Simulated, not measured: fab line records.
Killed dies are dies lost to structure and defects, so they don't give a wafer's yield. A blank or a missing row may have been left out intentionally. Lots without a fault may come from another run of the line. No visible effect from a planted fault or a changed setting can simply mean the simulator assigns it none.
Comparing a struck lot with a sound one | flow rit_cmos | 15 out of 202 route steps
Sound: wafers L852.2, L852.5, L852.6. Wafers struck: L854.2, L854.4, L854.5. Last of all comes the cause.
For every step that has rows: the tool of each side, followed by ch and its chambers, followed by its first start. Under that, the readings that differ: sound wafers | struck wafers | difference of the means | sigmas: that difference in standard deviations of wafers without a fault.
alike: same words and numbers on both sides, and readings whose means sit less than 2 such deviations apart. not compared: any withheld reading, any reading some wafer has no value for, any bound like >300 that may hide the same value, and any number with overlapping values for which the record gives no deviation.
Wherever a step has rows on one side only, a row that says differs or no value, or a row with sigmas, the two part there. When numbers do not overlap yet have no deviation, they are printed without sigmas and do not part them. A reading missing from all wafers of one side parts the sides only when that side holds two or more wafers.

first, 5 steps without rows for these wafers: RIT_M1_COAT_04 (resist thk 1300 nm); RIT_M1_SOFTBAKE_05 (time 60 s); RIT_M1_EXPOSE_06 (exposes mask M12, target cd 2600 nm); RIT_M1_PEB_07; RIT_M1_DEVELOP_08 (develop time 68 s).
RIT_M1_CD_MEAS_09 targets a cd of 2600 nm.
  sound on cd_sem-01 at day 4 06:29; struck on cd_sem-02 at day 4 18:25
  alike: cd_nm
RIT_M1_OVL_MEAS_10:
  sound on overlay-02 at day 4 06:35; struck on overlay-02 at day 4 18:31
  alike: M1_OVL
then, 1 step without rows for these wafers: RIT_M1_HARDBAKE_11 (time 120 s).
RIT_M1_METAL_ETCH_12: etches Al in Cl2/BCl3, stops on SiO2, time 165 s, target depth 600 nm.
  sound on rie_metal-04 ch 0,1, day 4 06:52; struck on rie_metal-04 ch 0,1, day 4 18:47
  alike: drypump_motor_current_A, oes_product_au, throttle_valve_pct
  not compared: rf_hours_counter_h
then, 1 step without rows for these wafers: RIT_M1_STRIP_13 (strips in nmp, time 600 s).
RIT_M1_STRIP_14: strips in O2, time 180 s.
  sound on plasma_asher-02 ch 0,1, day 4 07:14; struck on plasma_asher-02 ch 0,1, day 4 19:08
  alike: drypump_motor_current_A, rf_refl_power_W
  not compared: rf_hours_counter_h
RIT_M1_CD_MEAS_90 targets a cd of 2600 nm.
  sound on cd_sem-02 at day 4 07:25; struck on cd_sem-02 at day 4 19:19
  alike: cd_nm
RIT_M1_ANNEAL_15: time 1800 s.
  sound on furnace-02 ch 0, day 4 07:31; struck on furnace-02 ch 0, day 4 19:25
  reading                   | sound                | struck               | difference | sigmas
  spike_tc_centre_C (C)     | 451.7 452.6 452.8    | 495.7 499.2 497.9    | +45.2      | +47
  spike_tc_load_C (C)       | 467.0 465.3 467.0    | 512.0 512.6 510.2    | +45.2      | +50
  spike_tc_source_C (C)     | 474.4 473.8 471.5    | 519.8 521.8 519.5    | +47.1      | +43
  tube_center_temp_C (C)    | 449.98 450 450.06    | 494.96 494.96 494.95 | +44.94     | +99 or more
  tube_center_temp_C_max    | 451.08 451.21 451.07 | 496.07 496.07 496.07 | +44.95     | +99 or more
  zone_power_centre_pct (%) | 21.22 20.97 20.71    | 23.21 23.17 23.44    | +2.31      | +10
  zone_power_load_pct (%)   | 6.45 6.34 6.42       | 7.48 7.44 7.39       | +1.03      | +17
  zone_power_source_pct (%) | 8.20 8.21 8.18       | 9.45 9.61 9.49       | +1.32      | +17
RIT_M1_BOW_MEAS_16:
  sound on film_metro-01 at day 4 09:02; struck on film_metro-01 at day 4 20:56
  alike: M1_BOW
RIT_M1_PROBE_99:
  sound on prober-01 at day 4 09:11; struck on prober-01 at day 4 21:05
  alike: defect_limited_yield, killed_at_contacts, killed_at_front_end, killed_dies, killed_open, killed_short, sort_bin_3_pad_short, sort_bin_5_function, sort_bin_6_memory, sort_n_pass, sort_yield_pct

== WHERE THEY PART ==
Only at RIT_M1_ANNEAL_15, within this record. Later steps at which nothing parts them and some readings are alike: RIT_M1_BOW_MEAS_16, RIT_M1_PROBE_99.

WHY: what the simulator had put in
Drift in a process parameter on furnace-02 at RIT_M1_ANNEAL_15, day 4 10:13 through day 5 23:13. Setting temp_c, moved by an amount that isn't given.
